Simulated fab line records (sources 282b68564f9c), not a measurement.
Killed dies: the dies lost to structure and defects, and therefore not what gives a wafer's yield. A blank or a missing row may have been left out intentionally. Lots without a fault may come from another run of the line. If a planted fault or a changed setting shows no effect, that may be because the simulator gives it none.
Code-filled problem report in 8D (eight disciplines) form	flow ritCmos	the parts of the form that need people (team, actions taken, sign-off) are left out

== 1. PROBLEM STATEMENT ==
Mean PSD_TW at RIT_PSD_TW_MEAS_10: 30 over 6 wafers in 2 lots; fault-free wafers: 3419, standard deviation 26. So: -99 or more standard deviations from the usual mean.
Seen first at day 4 18:48 on filmMetro-02, wafer L993.3. Wafers with a number at this step in the record: 42, from 14 lots. Rule for "out" (also "out of limits"): further than 4 standard deviations from the usual mean. Any other wafer with a number is counted as sound.

== 2. WHAT IT IS AND WHAT IT IS NOT ==
question	is	is not
which readings at this step	PSD_TW	-
which lots	L993, L995	L101, L102, L103, L105, L107, L108, L985, L986, L987, L996, L997, L998
which wafers of those lots	all that have a number	-
read on which gauges	filmMetro-02, filmMetro-03	filmMetro-01
when	from day 4 18:48	up to then (9 sound wafers); but 27 sound wafers of L101, L102, L103, L105, L107, L108, L996, L997, L998 came after

== 3. WHAT RULES OUT EACH SUSPECT ==
Counting: any tool at a process step up to the reading is kept as a suspect provided that every lot that is out went through it and no sound lot did after the first of them.
- the gauge at RIT_PSD_TW_MEAS_10 has been ruled out. Those wafers that are out were read across 2 gauges (filmMetro-02, filmMetro-03).
- lithoTrack-03 at RIT_PSD_DEVELOP_05 (develop time 50 s): kept. It processed each lot that is out, first L993 at day 4 18:00, and no sound lot thereafter; up to then, the last sound lot it processed was L986 at day 3 06:00.
Left after counting: lithoTrack-03 at RIT_PSD_DEVELOP_05.

== 4. THE CAUSE (what the simulator had put in) ==
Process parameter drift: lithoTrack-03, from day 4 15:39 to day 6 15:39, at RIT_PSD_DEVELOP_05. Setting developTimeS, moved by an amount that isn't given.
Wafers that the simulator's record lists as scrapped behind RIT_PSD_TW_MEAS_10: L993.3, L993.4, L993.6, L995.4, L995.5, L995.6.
Counting left only this tool.

== 5. SEQUENCE OF EFFECTS, ordered by route ==
One row per reading whose mean, taken over the struck wafers that have a number, lies over 3 standard deviations from the usual. Only readings whose record carries a usual standard deviation are examined. hours: median over the lots of the time between each lot's start at the first step of this table that gives one and its start at this step. sigmas: the change, counted in usual standard deviations.
hours	step	reading	usual	on struck wafers	change	sigmas
0	RIT_PSD_TW_MEAS_10	PSD_TW	3419	30	-3389	-99 or more

== 6. WHAT WOULD HAVE CAUGHT IT SOONER ==
3 hours passed between the start of the fault at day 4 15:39 and the first reading out of limits at a measuring or inspecting step in this record, taken at day 4 18:48.
Of the lots that are out (2), L995 began RIT_PSD_DEVELOP_05 on lithoTrack-03 after day 4 18:48. A tool hold placed at that time would have kept it from harm.
